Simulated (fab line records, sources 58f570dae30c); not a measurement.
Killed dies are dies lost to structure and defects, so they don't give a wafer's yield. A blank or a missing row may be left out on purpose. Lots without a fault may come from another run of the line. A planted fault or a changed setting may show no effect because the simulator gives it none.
fab line records | flow berkeley_cmos170
record lots=15 wafers=45 last_day=11
route steps=331 shown ACTIVE@75 SACOX@99 FIELD@126 GATE@139
lots that met no fault: from a run of the same line without faults
start_h: hours from the record's first day to the start of the lot's first wafer shown | wait_h: hours since the lot's step before | " the same as in the row above | L1.1+2: a row that stands for several wafers | - no value, or no start given | * or withheld: withheld | < > ~ a bound
route shown NAME@n: a module of which the file shows steps, and the number in the route of the first | usual: mean/standard deviation of fault-free wafers | same: alike in all rows | chamber/n: place in a boat | sites: the reading at each site | _std_site: their standard deviation | _edge_site: outer sites' mean less inner sites' | radius_mm: how far each site lies from the wafer's centre | mask NAME#n: copy n | behind: the tool/chamber that last shaped the wafer | hold: why the lot was held/for how many hours/how that ended | device: the transistor (n, p or np) that didn't switch | end of line: the same wafers' tests at the end of the route | a step without rows: its recipe alone | killed: dies lost to structure and defects at the first sort, not the wafer's yield | map: a wafer's dies, x killed, . not, _ none there
set.NAME: the setting as run; set.NAME@STEP: as run at that earlier step | model.NAME: the simulator's own value behind a step, which no gauge read
steps of the route over a sample of lots; a table a step, a row a wafer
services: from which hour (start_h, from the record's first day; less than 0 if before it) a tool's chamber was out of use, for how many hours, and why
## steps
# step UCB170_ACTIVE_ETCH_15
# recipe chemistry=CH3F/Ar/O2 target=Si3N4 stop_on=SiO2 CH3F_flow_sccm=20 Ar_flow_sccm=50 O2_flow_sccm=7 pressure_mtorr=50 rf_w=450 target_depth_a=2420 over_etch_frac=0.1 time_s=151
# usual drypump_motor_current_A=5.8/0.34 mfc_ar_sccm=50.01/0.15 oes_product_au=0.940/0.013 rf_fwd_power_W=447.8/1.6 throttle_valve_pct=8.01/0.13
# columns lot.wafer tool chamber start_h wait_h drypump_motor_current_A mfc_ar_sccm oes_product_au rf_fwd_power_W rf_hours_counter_h throttle_valve_pct
L331.1 rie_diel-02 1 84.62 0.0 5.5 49.94 0.951 447.7 66 8.19
L331.2 " 3 " " 6.3 49.98 0.925 446.3 27 8.06
L331.6 " 1 " " 5.4 49.90 0.939 447.9 - 8.17
L333.1 rie_diel-03 3 95.27 0.0 5.3 49.90 0.948 450.7 128 7.97
L333.3 " 0 " " 5.5 50.19 0.945 452.5 29 8.16
L333.5 " 1 " " 5.5 49.95 0.918 446.3 - 8.18
L334.1 rie_diel-04 0 101.04 0.0 6.3 50.06 0.937 446.7 11 8.03
L334.2 " 2 " " 6.0 50.27 0.942 445.2 17 7.88
L334.6 " 1 " " 5.6 49.92 0.948 448.2 - 7.93
L336.2 rie_diel-04 0 107.66 0.0 6.3 50.02 0.935 446.9 12 8.02
L336.5 " 0 " " 6.3 50.09 0.937 447.8 - 8.03
L336.6 " 1 " " 5.6 50.15 0.934 449.0 - 7.95
L337.1 rie_diel-03 3 114.17 0.0 5.3 49.88 0.936 448.6 128 7.99
L337.4 " 1 " " 5.5 50.11 0.906 450.7 4 8.19
L337.6 " 2 " " 6.0 50.19 0.929 448.0 - 7.82
L338.1 rie_diel-04 3 126.88 0.0 5.6 49.93 0.937 446.8 0 7.85
L338.4 " 1 " " 5.6 50.03 0.949 447.8 3 7.94
L338.5 " 3 " " 5.6 49.79 0.928 449.7 - 7.86
L342.2 rie_diel-03 3 134.26 0.0 5.3 49.92 0.947 448.0 129 7.98
L342.3 " 2 " " 6.0 49.90 0.919 447.7 104 7.81
L342.5 " 0 " " 5.5 49.97 0.947 450.7 - 8.14
L339.1 rie_diel-03 1 134.40 0.0 5.5 49.91 0.910 448.0 5 8.18
L339.3 " 2 " " 6.0 49.95 0.926 445.9 104 7.84
L339.5 " 3 " " 5.3 50.01 0.945 448.8 - 7.98
L344.3 rie_diel-04 1 144.70 0.0 5.6 50.18 0.869 269.2 4 7.93
L344.5 " 1 " " 5.6 49.94 0.867 268.2 - 7.93
L344.6 " 2 " " 6.0 49.88 0.863 268.3 - 7.90
L343.2 rie_diel-02 2 144.94 0.0 5.5 49.87 0.949 447.6 136 7.91
L343.3 " 3 " " 6.4 49.93 0.937 447.7 30 8.07
L343.4 " 1 " " 5.5 50.05 0.967 449.3 69 8.18
L346.4 rie_diel-04 0 156.40 0.0 6.3 49.90 0.854 267.2 14 8.02
L346.5 " 2 " " 6.0 50.18 0.857 269.1 - 7.90
L346.6 " 1 " " 5.6 50.41 0.867 271.9 - 7.93
L347.1 rie_diel-02 3 166.20 0.0 6.3 50.15 0.942 446.7 31 8.06
L347.2 " 0 " " 6.0 50.07 0.956 447.9 4 8.14
L347.4 " 1 " " 5.5 49.85 0.962 446.6 70 8.19
L348.1 rie_diel-04 3 166.45 0.0 5.6 49.93 0.860 266.9 2 7.85
L348.3 " 1 " " 5.6 50.30 0.867 268.9 5 7.94
L348.6 " 0 " " 6.3 49.93 0.857 267.3 - 8.01
L350.2 rie_diel-02 0 177.07 0.0 6.0 50.10 0.956 448.6 4 8.16
L350.4 " 3 " " 6.3 49.78 0.937 446.6 31 8.06
L350.6 " 3 " " 6.3 49.86 0.947 446.8 - 8.06
L351.2 rie_diel-02 1 187.25 0.0 5.5 49.88 0.960 449.3 71 8.19
L351.4 " 2 " " 5.5 49.66 0.940 449.6 138 7.91
L351.5 " 0 " " 6.0 49.85 0.961 449.0 - 8.14
# step UCB170_ACTIVE_STRIP_16
# recipe chemistry=O2 power_w=400 pressure_mtorr=3500 platen_temp_c=withheld o2_flow_sccm=400 overash_fraction=0.5
# usual drypump_motor_current_A=5.9/0.56 oes_product_au=0.721/0.0043 strip_time_to_endpoint_s=18.13/0.086
# columns lot.wafer tool chamber start_h wait_h drypump_motor_current_A oes_product_au rf_hours_counter_h strip_time_to_endpoint_s
L331.1 plasma_asher-03 1 84.72 0.1 4.9 0.729 35 18.15
L331.2 " 0 " " 6.1 0.728 35 18.12
L331.6 " 1 " " 4.9 0.715 - 18.20
L333.1 plasma_asher-02 0 95.37 0.1 6.1 0.717 29 18.14
L333.3 " 1 " " 6.1 0.721 - 18.12
L333.5 " 1 " " 6.1 0.722 - 18.20
L334.1 plasma_asher-04 0 101.14 0.1 6.7 0.721 40 18.04
L334.2 " 1 " " 5.7 0.724 40 18.07
L334.6 " 0 " " 6.8 0.723 - 18.01
L336.2 plasma_asher-02 0 107.76 0.1 6.0 0.723 31 18.09
L336.5 " 1 " " 6.1 0.716 - 18.08
L336.6 " 0 " " 6.0 0.718 - 18.07
L337.1 plasma_asher-02 1 114.27 0.1 6.1 0.725 32 18.05
L337.4 " 0 " " 6.1 0.718 - 18.10
L337.6 " 0 " " 6.0 0.716 - 18.14
L338.1 plasma_asher-04 0 126.98 0.1 6.8 0.723 43 18.25
L338.4 " 0 " " 6.7 0.717 - 18.17
L338.5 " 0 " " 6.7 0.724 - 18.37
L342.2 plasma_asher-04 0 134.36 0.1 6.7 0.715 44 18.09
L342.3 " 1 " " 5.7 0.730 - 18.05
L342.5 " 1 " " 5.7 0.724 - 18.20
L339.1 plasma_asher-04 1 134.50 0.1 5.7 0.717 44 18.04
L339.3 " 0 " " 6.7 0.727 - 17.99
L339.5 " 1 " " 5.7 0.715 - 18.04
L344.3 plasma_asher-03 1 144.83 0.1 4.9 0.719 - 18.96
L344.5 " 1 " " 4.9 0.720 - 18.99
L344.6 " 0 " " 6.1 0.728 - 19.01
L343.2 plasma_asher-02 0 145.04 0.1 6.0 0.715 36 18.05
L343.3 " 0 " " 6.0 0.721 - 18.09
L343.4 " 1 " " 6.1 0.727 - 18.15
L346.4 plasma_asher-03 1 156.53 0.1 4.9 0.713 - 19.09
L346.5 " 0 " " 6.1 0.716 - 19.19
L346.6 " 1 " " 4.9 0.717 - 19.00
L347.1 plasma_asher-04 1 166.30 0.1 5.7 0.720 48 18.06
L347.2 " 0 " " 6.7 0.716 48 18.14
L347.4 " 1 " " 5.7 0.724 - 18.17
L348.1 plasma_asher-03 1 166.55 0.1 4.9 0.723 3 18.95
L348.3 " 0 " " 6.1 0.729 - 18.94
L348.6 " 1 " " 4.9 0.719 - 18.92
L350.2 plasma_asher-03 0 177.17 0.1 6.1 0.727 4 18.19
L350.4 " 0 " " 6.2 0.724 - 18.14
L350.6 " 0 " " 6.1 0.721 - 18.22
L351.2 plasma_asher-03 0 187.35 0.1 6.1 0.720 5 18.18
L351.4 " 0 " " 6.0 0.718 - 18.03
L351.5 " 0 " " 6.1 0.717 - 18.05
# step UCB170_SACOX_THK_MEAS_02
# recipe reads=SiO2_of_SACOX_OXIDATION_01
# usual SACOX_OXIDE_THK=14.34/0.18
# columns lot.wafer tool chamber start_h wait_h SACOX_OXIDE_THK[nm]
L331.1 film_metro-01 - 104.15 0.0 14.39
L331.2 " - " " 14.42
L331.6 " - " " 14.55
L333.1 film_metro-02 - 114.59 0.0 14.22
L333.3 " - " " 14.30
L333.5 " - " " 14.15
L334.1 film_metro-03 - 125.69 0.0 14.54
L334.2 " - " " 14.56
L334.6 " - " " 14.85
L336.2 film_metro-02 - 125.70 0.0 14.43
L336.5 " - " " 14.35
L336.6 " - " " 14.54
L337.1 film_metro-01 - 135.80 0.0 14.43
L337.4 " - " " 14.35
L337.6 " - " " 14.06
L338.1 film_metro-03 - 146.95 0.0 14.38
L338.4 " - " " 14.51
L338.5 " - " " 14.28
L339.1 film_metro-01 - 155.36 0.0 14.47
L339.3 " - " " 14.41
L339.5 " - " " 14.28
L342.2 film_metro-03 - 155.37 0.0 14.44
L342.3 " - " " 14.61
L342.5 " - " " 14.27
L343.2 film_metro-02 - 169.24 0.0 14.12
L343.3 " - " " 14.31
L343.4 " - " " 14.10
L347.1 film_metro-01 - 188.90 0.0 14.54
L347.2 " - " " 14.53
L347.4 " - " " 14.31
L350.2 film_metro-02 - 201.55 0.0 14.48
L350.4 " - " " 14.41
L350.6 " - " " 14.42
L351.2 film_metro-01 - 212.39 0.0 14.60
L351.4 " - " " 14.37
L351.5 " - " " 14.33
# step UCB170_FIELD_THK_MEAS_91
# recipe reads=SiO2_of_FIELD_OXIDATION_01
# usual FIELD_OXIDE_LEFT_2_THK=350/8.6
# columns lot.wafer tool chamber start_h wait_h FIELD_OXIDE_LEFT_2_THK[nm]
L331.1 film_metro-04 - 113.66 0.0 342
L331.2 " - " " 346
L331.6 " - " " 349
L333.1 film_metro-03 - 127.49 0.0 345
L333.3 " - " " 339
L333.5 " - " " 353
L334.1 film_metro-03 - 137.14 0.0 349
L334.2 " - " " 353
L334.6 " - " " 349
L336.2 film_metro-04 - 137.74 0.0 357
L336.5 " - " " 357
L336.6 " - " " 359
L337.1 film_metro-03 - 150.21 0.0 357
L337.4 " - " " 359
L337.6 " - " " 368
L338.1 film_metro-04 - 160.64 0.0 347
L338.4 " - " " 333
L338.5 " - " " 329
L339.1 film_metro-04 - 173.07 0.0 344
L339.3 " - " " 350
L339.5 " - " " 337
L342.2 film_metro-03 - 173.14 0.0 351
L342.3 " - " " 352
L342.5 " - " " 351
L343.2 film_metro-02 - 184.33 0.0 340
L343.3 " - " " 351
L343.4 " - " " 351
L347.1 film_metro-02 - 202.51 0.0 345
L347.2 " - " " 339
L347.4 " - " " 342
L350.2 film_metro-04 - 214.18 0.0 354
L350.4 " - " " 355
L350.6 " - " " 351
L351.2 film_metro-04 - 224.18 0.0 360
L351.4 " - " " 354
L351.5 " - " " 359
# step UCB170_GATE_OVL_MEAS_13
# usual GATE_OVL=-2/5.9
# columns lot.wafer tool chamber start_h wait_h GATE_OVL[nm]
L331.1 overlay-01 - 124.87 0.1 1
L331.2 " - " " -5
L331.6 " - " " -2
L333.1 overlay-02 - 138.01 0.1 -7
L333.3 " - " " -9
L333.5 " - " " -5
L334.1 overlay-02 - 151.24 0.1 -3
L334.2 " - " " -4
L334.6 " - " " -12
L336.2 overlay-01 - 151.52 0.1 5
L336.5 " - " " 3
L336.6 " - " " 2
L337.1 overlay-01 - 165.64 0.1 8
L337.4 " - " " 7
L337.6 " - " " 2
L338.1 overlay-01 - 174.29 0.1 -8
L338.4 " - " " -16
L338.5 " - " " -9
L339.1 overlay-02 - 184.55 0.1 -1
L339.3 " - " " -4
L339.5 " - " " 0
L342.2 overlay-02 - 184.92 0.1 -8
L342.3 " - " " -9
L342.5 " - " " -4
L343.2 overlay-01 - 199.44 0.1 -5
L343.3 " - " " -3
L343.4 " - " " 4
L347.1 overlay-02 - 212.71 0.1 -3
L347.2 " - " " 4
L347.4 " - " " 2
L350.2 overlay-02 - 224.24 0.1 8
L350.4 " - " " 13
L350.6 " - " " 5
L351.2 overlay-01 - 239.28 0.1 -5
L351.4 " - " " -2
L351.5 " - " " -13
## services
# columns tool chamber start_h hours kind
rie_diel-04 1 61.90 - clean
rie_diel-04 1 61.90 24.0 scheduled_down
rie_diel-04 1 61.90 24.0 vent_cycle
rie_diel-02 - 64.36 0.3 repair
rie_diel-02 0 66.56 - clean
rie_diel-02 0 66.56 19.1 scheduled_down
rie_diel-02 0 66.56 19.1 vent_cycle
rie_diel-04 3 92.01 - clean
rie_diel-04 3 92.01 27.1 scheduled_down
rie_diel-04 3 92.01 27.1 vent_cycle
rie_diel-03 3 98.54 13.0 repair
plasma_asher-03 - 108.75 9.0 pm
plasma_asher-03 0 108.75 9.0 vent_cycle
plasma_asher-03 1 108.75 9.0 vent_cycle
plasma_asher-03 0 117.75 - clean
plasma_asher-03 1 117.75 - clean
plasma_asher-03 - 126.91 15.6 pm
rie_diel-04 - 133.30 1.1 repair
plasma_asher-02 - 157.02 1.9 repair
plasma_asher-02 - 157.98 4.2 repair
rie_diel-04 2 159.62 23.3 repair
rie_diel-03 0 162.65 1.4 repair
rie_diel-04 1 172.90 39.9 repair
## key
first_sign step=UCB170_ACTIVE_ETCH_15 reading=rf_fwd_power_W direction=down sigmas=99+ usual=447.8 struck=268.5
effect step=UCB170_ACTIVE_ETCH_15 reading=oes_product_au direction=down sigmas=6 usual=0.940 struck=0.862
effect step=UCB170_ACTIVE_STRIP_16 reading=strip_time_to_endpoint_s direction=up sigmas=10 usual=* struck=*
met_at UCB170_ACTIVE_ETCH_15
struck_lots L344,L346,L348
later_rows_left_out L344.3,L344.5,L344.6,L346.4,L346.5,L346.6,L348.1,L348.3,L348.6
sort_left_out L344.3,L344.5,L344.6,L346.4,L346.5,L346.6,L348.1,L348.3,L348.6
tester_left_out L344,L346,L348
not_acting_at UCB170_SACOX_THK_MEAS_02,UCB170_FIELD_THK_MEAS_91,UCB170_GATE_OVL_MEAS_13
onset_between 126.88 144.70
fault kind=process_parameter_drift tool=rie_diel-04 chamber=- onset_h=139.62 steps=UCB170_ACTIVE_ETCH_15 channel=rf_w offset=-180 shape=step end_h=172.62 acts_in=these_recipes_only stated=450
# tester_left_out: of these lots the tester's yield and bins aren't shown, on N5 and GAA mostly nor the transistor test; their killed dies are dies lost to structure and defects alone, not to doping, threshold or leakage, so they don't give the yield
# sort_left_out: the simulated sort isn't trusted on such a fault, so these wafers' sort isn't shown, and their yield isn't known
# later_rows_left_out: the simulator's readings of these wafers behind a module that went badly wrong aren't trusted and aren't shown, but for the sort
